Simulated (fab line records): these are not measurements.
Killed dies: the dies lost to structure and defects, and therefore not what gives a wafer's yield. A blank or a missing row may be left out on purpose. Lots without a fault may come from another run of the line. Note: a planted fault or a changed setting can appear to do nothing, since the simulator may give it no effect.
Split-lot trial || flow berkeleyCmos170 || 5 lots, 23 wafers read, on a route of 331 steps

## SPLIT DETAILS
At UCB170_V2_CMP_02 (polishes SiO2), the setting leaveAboveRefNm was moved away from the recipe's 1000 nm on 6 of the 23 wafers read, by +5.2% to +6.9%. All remaining wafers had this setting at the recipe value.

There is no step in the file separating the split from the reading.

## THE READING
V2_POLISHED_THK at UCB170_V2_THK_MEAS_04, in nm. A value of 1000.4 nm with a standard deviation of 1.1 nm is what fault-free wafers of this fab line usually give.

{"wafer": "L075.1", "tool, chamber at the split": "cmp-02, 1", "leaveAboveRefNm as run, nm": 1069, "against the recipe": "+6.9%", "V2_POLISHED_THK, nm": 1067.6, "against lot-mates on the recipe": "+67.1"}
{"wafer": "L075.2", "tool, chamber at the split": "cmp-02, 3", "leaveAboveRefNm as run, nm": 1069, "against the recipe": "+6.9%", "V2_POLISHED_THK, nm": 1067.8, "against lot-mates on the recipe": "+67.3"}
{"wafer": "L075.3", "tool, chamber at the split": "cmp-02, 0", "leaveAboveRefNm as run, nm": 1069, "against the recipe": "+6.9%", "V2_POLISHED_THK, nm": 1071.0, "against lot-mates on the recipe": "+70.5"}
{"wafer": "L075.4", "tool, chamber at the split": "cmp-02, 2", "leaveAboveRefNm as run, nm": 1000, "against the recipe": "recipe", "V2_POLISHED_THK, nm": 1001.8, "against lot-mates on the recipe": "-"}
{"wafer": "L075.5", "tool, chamber at the split": "cmp-02, 1", "leaveAboveRefNm as run, nm": 1000, "against the recipe": "recipe", "V2_POLISHED_THK, nm": 999.1, "against lot-mates on the recipe": "-"}
{"wafer": "L077.2", "tool, chamber at the split": "cmp-01, 2", "leaveAboveRefNm as run, nm": 1000, "against the recipe": "recipe", "V2_POLISHED_THK, nm": 1000.0, "against lot-mates on the recipe": "-"}
{"wafer": "L077.3", "tool, chamber at the split": "cmp-01, 3", "leaveAboveRefNm as run, nm": 1000, "against the recipe": "recipe", "V2_POLISHED_THK, nm": 1000.4, "against lot-mates on the recipe": "-"}
{"wafer": "L077.4", "tool, chamber at the split": "cmp-01, 1", "leaveAboveRefNm as run, nm": 1000, "against the recipe": "recipe", "V2_POLISHED_THK, nm": 998.7, "against lot-mates on the recipe": "-"}
{"wafer": "L078.1", "tool, chamber at the split": "cmp-02, 0,3,0,1", "leaveAboveRefNm as run, nm": 1000, "against the recipe": "recipe", "V2_POLISHED_THK, nm": 1000.5, "against lot-mates on the recipe": "-"}
{"wafer": "L078.2", "tool, chamber at the split": "cmp-02, 0,3,0,1", "leaveAboveRefNm as run, nm": 1000, "against the recipe": "recipe", "V2_POLISHED_THK, nm": 999.7, "against lot-mates on the recipe": "-"}
{"wafer": "L078.3", "tool, chamber at the split": "cmp-02, 1", "leaveAboveRefNm as run, nm": 1000, "against the recipe": "recipe", "V2_POLISHED_THK, nm": 999.3, "against lot-mates on the recipe": "-"}
{"wafer": "L078.5", "tool, chamber at the split": "cmp-02, 0,3,0,1", "leaveAboveRefNm as run, nm": 1000, "against the recipe": "recipe", "V2_POLISHED_THK, nm": 1001.0, "against lot-mates on the recipe": "-"}
{"wafer": "L078.6", "tool, chamber at the split": "cmp-02, 0,3,0,1", "leaveAboveRefNm as run, nm": 1000, "against the recipe": "recipe", "V2_POLISHED_THK, nm": 1000.6, "against lot-mates on the recipe": "-"}
{"wafer": "L080.1", "tool, chamber at the split": "cmp-02, 3", "leaveAboveRefNm as run, nm": 1000, "against the recipe": "recipe", "V2_POLISHED_THK, nm": 999.6, "against lot-mates on the recipe": "-"}
{"wafer": "L080.2", "tool, chamber at the split": "cmp-02, 1", "leaveAboveRefNm as run, nm": 1000, "against the recipe": "recipe", "V2_POLISHED_THK, nm": 999.4, "against lot-mates on the recipe": "-"}
{"wafer": "L080.3", "tool, chamber at the split": "cmp-02, 0,2", "leaveAboveRefNm as run, nm": 1000, "against the recipe": "recipe", "V2_POLISHED_THK, nm": 1002.0, "against lot-mates on the recipe": "-"}
{"wafer": "L080.5", "tool, chamber at the split": "cmp-02, 1", "leaveAboveRefNm as run, nm": 1000, "against the recipe": "recipe", "V2_POLISHED_THK, nm": 1000.6, "against lot-mates on the recipe": "-"}
{"wafer": "L080.6", "tool, chamber at the split": "cmp-02, 0,2", "leaveAboveRefNm as run, nm": 1000, "against the recipe": "recipe", "V2_POLISHED_THK, nm": 1001.7, "against lot-mates on the recipe": "-"}
{"wafer": "L084.1", "tool, chamber at the split": "cmp-02, 2,3", "leaveAboveRefNm as run, nm": 1052, "against the recipe": "+5.2%", "V2_POLISHED_THK, nm": 1053.2, "against lot-mates on the recipe": "+53.1"}
{"wafer": "L084.2", "tool, chamber at the split": "cmp-02, 2,3", "leaveAboveRefNm as run, nm": 1052, "against the recipe": "+5.2%", "V2_POLISHED_THK, nm": 1052.7, "against lot-mates on the recipe": "+52.6"}
{"wafer": "L084.3", "tool, chamber at the split": "cmp-02, 1", "leaveAboveRefNm as run, nm": 1000, "against the recipe": "recipe", "V2_POLISHED_THK, nm": 999.5, "against lot-mates on the recipe": "-"}
{"wafer": "L084.4", "tool, chamber at the split": "cmp-02, 0", "leaveAboveRefNm as run, nm": 1052, "against the recipe": "+5.2%", "V2_POLISHED_THK, nm": 1052.8, "against lot-mates on the recipe": "+52.7"}
{"wafer": "L084.6", "tool, chamber at the split": "cmp-02, 2", "leaveAboveRefNm as run, nm": 1000, "against the recipe": "recipe", "V2_POLISHED_THK, nm": 1000.7, "against lot-mates on the recipe": "-"}
The file does not say which wafer passed through which chamber wherever a row lists several chambers: such a row stands for several wafers.

THE FIT
A straight line over all 23 wafers: V2_POLISHED_THK changes by +10 nm for each +1% of leaveAboveRefNm; r = +1.00; the points scatter about the line by 1.1 nm.
The same after taking each lot's own level away (the mean of its wafers on the recipe; 23 wafers): +9.99 nm for each +1%; r = +1.00; scatter 1.1 nm.
That fit puts the effect of the largest move of leaveAboveRefNm on the reading at 69 nm.
Across the lots, their own levels run from 999.70 to 1000.66 nm, a range of 0.9 times the standard deviation given above.
Consequently the slope shifts little with the lot-to-lot level, the two slopes agreeing.
Check: +69.5 nm against its lot-mates is what the line predicts for one of the wafers moved furthest among these (+6.9%) when that wafer is left out of the fit. It came out at +67.1 nm against them.

## THE WHOLE CHAIN: every reading that the file lists as answering this split, in the file's order
{"step": "UCB170_V2_CMP_02", "what it does": "polishes SiO2", "reading": "SiO2_of_V2_CVD_00.thkNm (the simulator's own value, which no gauge read)", "change (the file's fit)": "+9.94 nm for each +1% of the setting", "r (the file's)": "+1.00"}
{"step": "UCB170_V2_THK_MEAS_04", "what it does": "", "reading": "V2_POLISHED_THK", "change (the file's fit)": "+10 for each +1% of the setting", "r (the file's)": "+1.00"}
{"step": "UCB170_V2_ETCH_14", "what it does": "etches SiO2 in CHF3/CF4/Ar, stops on Al, target depth 1250 nm, time 291 s", "reading": "V2.featureDepthNm (the simulator's own value, which no gauge read)", "change (the file's fit)": "+9.94 nm for each +1% of the setting", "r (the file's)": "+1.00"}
{"step": "UCB170_V2_ETCH_14", "what it does": "etches SiO2 in CHF3/CF4/Ar, stops on Al, target depth 1250 nm, time 291 s", "reading": "etch.depthNm (the simulator's own value, which no gauge read)", "change (the file's fit)": "+10 nm for each +1% of the setting", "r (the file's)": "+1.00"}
{"step": "UCB170_M3_METAL_ETCH_18", "what it does": "etches Al in Cl2/BCl3, stops on SiO2, target depth 1170 nm, time 195 s", "reading": "SiO2_of_V2_CVD_00.thkNm (the simulator's own value, which no gauge read)", "change (the file's fit)": "+9.97 nm for each +1% of the setting", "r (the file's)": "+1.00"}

## THE FILE'S OWN FIT
V2_POLISHED_THK changes by +10 nm for each +1% of leaveAboveRefNm, r = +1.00.
